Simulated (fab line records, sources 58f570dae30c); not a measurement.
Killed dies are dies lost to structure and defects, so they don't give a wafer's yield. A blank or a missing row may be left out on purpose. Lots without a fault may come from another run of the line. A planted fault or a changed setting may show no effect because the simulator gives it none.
Which tool did it? | flow berkeley_cmos170 | 14 lots, 42 wafers sampled, at 7 steps of a route of 331

WHAT THE GAUGES READ, wafer by wafer
UCB170_M1_RS_MEAS_01: measures by four-point-probe.
lot  | measured     | on            | M1_AL_RS (ohm/sq)
L571 | day 7 09:19  | film_metro-02 | 0.0491 0.0492 0.0493
L574 | day 7 22:04  | film_metro-04 | 0.0485 0.0486 0.0489
L573 | day 7 22:19  | film_metro-03 | 0.0485 0.0487 0.0483
L572 | day 8 00:47  | film_metro-02 | 0.0486 0.0486 0.0490
L576 | day 8 05:11  | film_metro-04 | 0.0490 0.0490 0.0492
L580 | day 8 12:19  | film_metro-03 | 0.0486 0.0487 0.0485
L578 | day 8 12:15  | film_metro-02 | 0.0486 0.0481 0.0485
L581 | day 9 09:30  | film_metro-02 | 0.0481 0.0479 0.0479
L587 | day 10 11:14 | film_metro-02 | 0.0427 0.0426 0.0428
L589 | day 10 20:46 | film_metro-03 | 0.0483 0.0486 0.0489
L590 | day 10 23:16 | film_metro-03 | 0.0484 0.0488 0.0485
L588 | day 10 23:29 | film_metro-04 | 0.0427 0.0430 0.0426
L592 | day 11 13:25 | film_metro-02 | 0.0481 0.0478 0.0484
L593 | day 11 22:03 | film_metro-02 | 0.0483 0.0486 0.0483

UCB170_M1_THK_MEAS_02: measures by xrf.
lot  | measured     | on            | M1_AL_THK (nm)
L571 | day 7 09:26  | film_metro-02 | 582 577 576
L574 | day 7 22:10  | film_metro-04 | 582 576 578
L573 | day 7 22:25  | film_metro-03 | 589 591 590
L572 | day 8 00:53  | film_metro-02 | 583 586 583
L576 | day 8 05:18  | film_metro-04 | 582 582 579
L580 | day 8 12:24  | film_metro-03 | 586 585 589
L578 | day 8 12:22  | film_metro-02 | 586 595 587
L581 | day 9 09:37  | film_metro-02 | 590 596 592
L587 | day 10 11:20 | film_metro-02 | 664 663 658
L589 | day 10 20:52 | film_metro-03 | 585 585 581
L590 | day 10 23:23 | film_metro-03 | 586 585 584
L588 | day 10 23:35 | film_metro-04 | 662 654 660
L592 | day 11 13:32 | film_metro-02 | 588 592 587
L593 | day 11 22:10 | film_metro-02 | 585 585 589

UCB170_V1_THK_MEAS_04.
lot  | measured     | on            | V1_POLISHED_THK (nm)
L571 | day 7 15:10  | film_metro-01 | 999.9 1001.4 1001.2
L574 | day 8 03:10  | film_metro-01 | 997.9 1000.1 998.4
L573 | day 8 03:08  | film_metro-03 | 1000.3 1000.0 998.5
L572 | day 8 06:32  | film_metro-04 | 998.1 998.3 1000.1
L576 | day 8 12:11  | film_metro-04 | 1001.3 999.8 1001.3
L580 | day 8 21:22  | film_metro-04 | 999.3 1000.9 1001.0
L578 | day 8 21:02  | film_metro-04 | 998.5 998.3 999.4
L581 | day 9 15:05  | film_metro-01 | 999.1 998.1 998.9
L587 | day 10 20:45 | film_metro-04 | 998.6 1000.9 999.8
L589 | day 11 04:15 | film_metro-04 | 1000.2 1000.1 998.2
L590 | day 11 04:14 | film_metro-03 | 1001.5 998.8 999.5
L588 | day 11 04:34 | film_metro-01 | 998.0 997.3 998.9
L592 | day 11 20:42 | film_metro-04 | 1001.8 999.7 1000.3
L593 | day 12 04:46 | film_metro-01 | 1000.7 999.0 999.7

UCB170_V1_CD_MEAS_12: target cd 700 nm.
lot  | measured     | on        | cd_nm (nm)
L571 | day 7 16:17  | cd_sem-01 | 698.4 699.2 699.7
L574 | day 8 04:55  | cd_sem-02 | 697.8 700.3 699.2
L573 | day 8 05:07  | cd_sem-01 | 697.3 698.3 697.8
L572 | day 8 07:56  | cd_sem-01 | 700.8 701.4 701.0
L576 | day 8 14:15  | cd_sem-02 | 698.0 699.3 698.3
L580 | day 8 23:08  | cd_sem-02 | 699.3 698.7 700.5
L578 | day 8 22:49  | cd_sem-02 | 702.6 701.3 702.1
L581 | day 9 16:38  | cd_sem-02 | 698.7 698.2 698.9
L587 | day 10 22:25 | cd_sem-02 | 701.3 700.0 700.3
L589 | day 11 05:57 | cd_sem-01 | 699.7 701.4 700.5
L590 | day 11 06:07 | cd_sem-01 | 699.1 698.8 699.0
L588 | day 11 06:25 | cd_sem-01 | 699.5 699.4 699.4
L592 | day 11 22:11 | cd_sem-02 | 699.8 699.1 699.1
L593 | day 12 06:11 | cd_sem-02 | 704.2 702.3 702.0

WHICH TOOL RAN EACH LOT (tool, then ch and the chambers of the sampled wafers, then the start)
lot  | UCB170_M1_SPUTTER_00         | UCB170_M1_METAL_ETCH_12           | UCB170_V1_CMP_02
L571 | pvd_sputter-02, day 7 09:16  | rie_metal-04 ch 0,1, day 7 10:44  | cmp-02 ch 1,2,3, day 7 14:45
L574 | pvd_sputter-03, day 7 21:57  | rie_metal-02 ch 0,1, day 8 00:29  | cmp-01 ch 1,2,3, day 8 02:52
L573 | pvd_sputter-04, day 7 22:14  | rie_metal-03 ch 0,1, day 8 00:32  | cmp-02 ch 1,3, day 8 02:43
L572 | pvd_sputter-02, day 8 00:41  | rie_metal-04 ch 0,1, day 8 02:26  | cmp-01 ch 1,2,3, day 8 06:15
L576 | pvd_sputter-04, day 8 05:07  | rie_metal-03 ch 0,1, day 8 06:32  | cmp-01 ch 0,2,3, day 8 11:52
L580 | pvd_sputter-03, day 8 12:08  | rie_metal-02 ch 0,1, day 8 14:08  | cmp-01 ch 0,2,3, day 8 21:01
L578 | pvd_sputter-02, day 8 12:11  | rie_metal-03 ch 1, day 8 14:34    | cmp-02 ch 1,2,3, day 8 20:40
L581 | pvd_sputter-04, day 9 09:25  | rie_metal-03 ch 0, day 9 11:14    | cmp-01 ch 0,2,3, day 9 14:42
L587 | pvd_sputter-02, day 10 11:07 | rie_metal-02 ch 0,1, day 10 13:38 | cmp-01 ch 1,2,3, day 10 20:27
L589 | pvd_sputter-03, day 10 20:41 | rie_metal-02 ch 0,1, day 10 22:00 | cmp-01 ch 0,2,3, day 11 03:49
L590 | pvd_sputter-04, day 10 23:12 | rie_metal-04 ch 0,1, day 11 00:57 | cmp-02 ch 0,2,3, day 11 03:49
L588 | pvd_sputter-02, day 10 23:23 | rie_metal-02 ch 0,1, day 11 01:07 | cmp-01 ch 1,2, day 11 04:10
L592 | pvd_sputter-04, day 11 13:21 | rie_metal-02 ch 0,1, day 11 15:47 | cmp-02 ch 0,2,3, day 11 20:17
L593 | pvd_sputter-03, day 11 21:59 | rie_metal-04 ch 0,1, day 11 23:16 | cmp-01 ch 0,1, day 12 04:24
- UCB170_M1_SPUTTER_00: material Al, target thk 600 nm, time 80 s.
- UCB170_M1_METAL_ETCH_12: etches Al in Cl2/BCl3, stops on PSG, target depth 780 nm, time 130 s.
- UCB170_V1_CMP_02: polishes SiO2.

WHAT THE TOOLS THEMSELVES READ (means of the sampled wafers that have a number; where no wafer has one, the mark that the record gives instead)
UCB170_M1_SPUTTER_00.
lot  | tool           | throttle_valve_pct (%)
L571 | pvd_sputter-02 | 30.3
L574 | pvd_sputter-03 | 30.0
L573 | pvd_sputter-04 | 28.9
L572 | pvd_sputter-02 | 30.9
L576 | pvd_sputter-04 | 28.8
L580 | pvd_sputter-03 | 30.0
L578 | pvd_sputter-02 | 31.0
L581 | pvd_sputter-04 | 30.5
L587 | pvd_sputter-02 | 31.0
L589 | pvd_sputter-03 | 30.3
L590 | pvd_sputter-04 | 28.7
L588 | pvd_sputter-02 | 30.8
L592 | pvd_sputter-04 | 30.0
L593 | pvd_sputter-03 | 30.7

UCB170_M1_METAL_ETCH_12.
lot  | tool         | drypump_motor_current_A (A) | oes_product_au (a.u.) | rf_fwd_power_W (W) | throttle_valve_pct (%)
L571 | rie_metal-04 | 5.3                         | 0.850                 | 597.4              | 24.19
L574 | rie_metal-02 | 5.9                         | 0.852                 | 594.5              | 24.09
L573 | rie_metal-03 | 5.4                         | 0.858                 | 598.8              | 24.37
L572 | rie_metal-04 | 5.3                         | 0.856                 | 599.4              | 24.18
L576 | rie_metal-03 | 5.3                         | 0.850                 | 598.6              | 24.22
L580 | rie_metal-02 | 5.9                         | 0.854                 | 595.9              | 24.09
L578 | rie_metal-03 | 5.6                         | 0.861                 | 598.0              | 24.50
L581 | rie_metal-03 | 5.1                         | 0.862                 | 599.7              | 24.07
L587 | rie_metal-02 | 5.9                         | 0.923                 | 597.2              | 24.07
L589 | rie_metal-02 | 5.9                         | 0.858                 | 595.7              | 24.10
L590 | rie_metal-04 | 5.5                         | 0.857                 | 597.8              | 24.35
L588 | rie_metal-02 | 5.9                         | 0.921                 | 596.5              | 24.08
L592 | rie_metal-02 | 5.4                         | 0.860                 | 594.7              | 24.10
L593 | rie_metal-04 | 5.5                         | 0.857                 | 598.3              | 24.36

UCB170_V1_CMP_02.
lot  | tool   | edge_zone_pressure_frac | motor_current_A (A) | slurry_flow_ml_min
L571 | cmp-02 | 0.998                   | 14.5                | 149.8
L574 | cmp-01 | 0.997                   | 17.4                | 149.4
L573 | cmp-02 | 1.000                   | 12.9                | 150.5
L572 | cmp-01 | 1.000                   | 17.9                | 149.9
L576 | cmp-01 | 0.996                   | 16.7                | 150.1
L580 | cmp-01 | 0.997                   | 16.6                | 150.1
L578 | cmp-02 | 0.998                   | 14.5                | 149.9
L581 | cmp-01 | 0.997                   | 16.3                | 149.8
L587 | cmp-01 | 1.003                   | 17.2                | 150.0
L589 | cmp-01 | 1.002                   | 16.9                | 149.6
L590 | cmp-02 | 1.004                   | 14.7                | 150.2
L588 | cmp-01 | 1.003                   | 17.0                | 149.8
L592 | cmp-02 | 1.003                   | 14.8                | 150.4
L593 | cmp-01 | 1.004                   | 16.5                | 150.1

THE ANSWER, worked out from the rows above alone
Rule: what is usual is taken from the lots themselves. Put in order of their means at a reading, lots are off if they are a third of the lots or fewer, leave a main group of 4 or more, and stand apart from it by a gap of 3 or more times the standard deviation of the main group's means; of several such gaps the widest counts. A main group whose means are all the same, to the digits that the tables above print for the reading, isn't used. A lot without any number at a reading at which 4 lots or more have one is off too. The other lots that the step has rows for count as sound. The gauges are gone through in route order, then the tools' own readings, and for those a lot's mean is taken as printed above. The first step at which some lot is off is used, and at that step the reading that is off furthest; a lot without a number counts as furthest.
Off: L587, L588, at UCB170_M1_RS_MEAS_01 (M1_AL_RS). The main group: mean 0.0486 ohm/sq, standard deviation 0.00033.
A tool fits if, at a process step before that reading, it ran every lot that is off, and no sound lot after the first of them. The gauges at UCB170_M1_RS_MEAS_01 aren't tried: what is off there is off at UCB170_M1_METAL_ETCH_12 too, on other tools, and a gauge's error can't cause that. One fits: pvd_sputter-02 at UCB170_M1_SPUTTER_00. Its last sound lot is L578 (day 8 12:11), its first lot that is off L587 (day 10 11:07): a fault that began between those two fits.

WHAT THE SIMULATOR HAD PUT IN
Process parameter drift: pvd_sputter-02, from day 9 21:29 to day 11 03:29, at UCB170_M1_SPUTTER_00. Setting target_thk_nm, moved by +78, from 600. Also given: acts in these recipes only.
Lots struck among those shown: L587, L588. The rule above found the same.
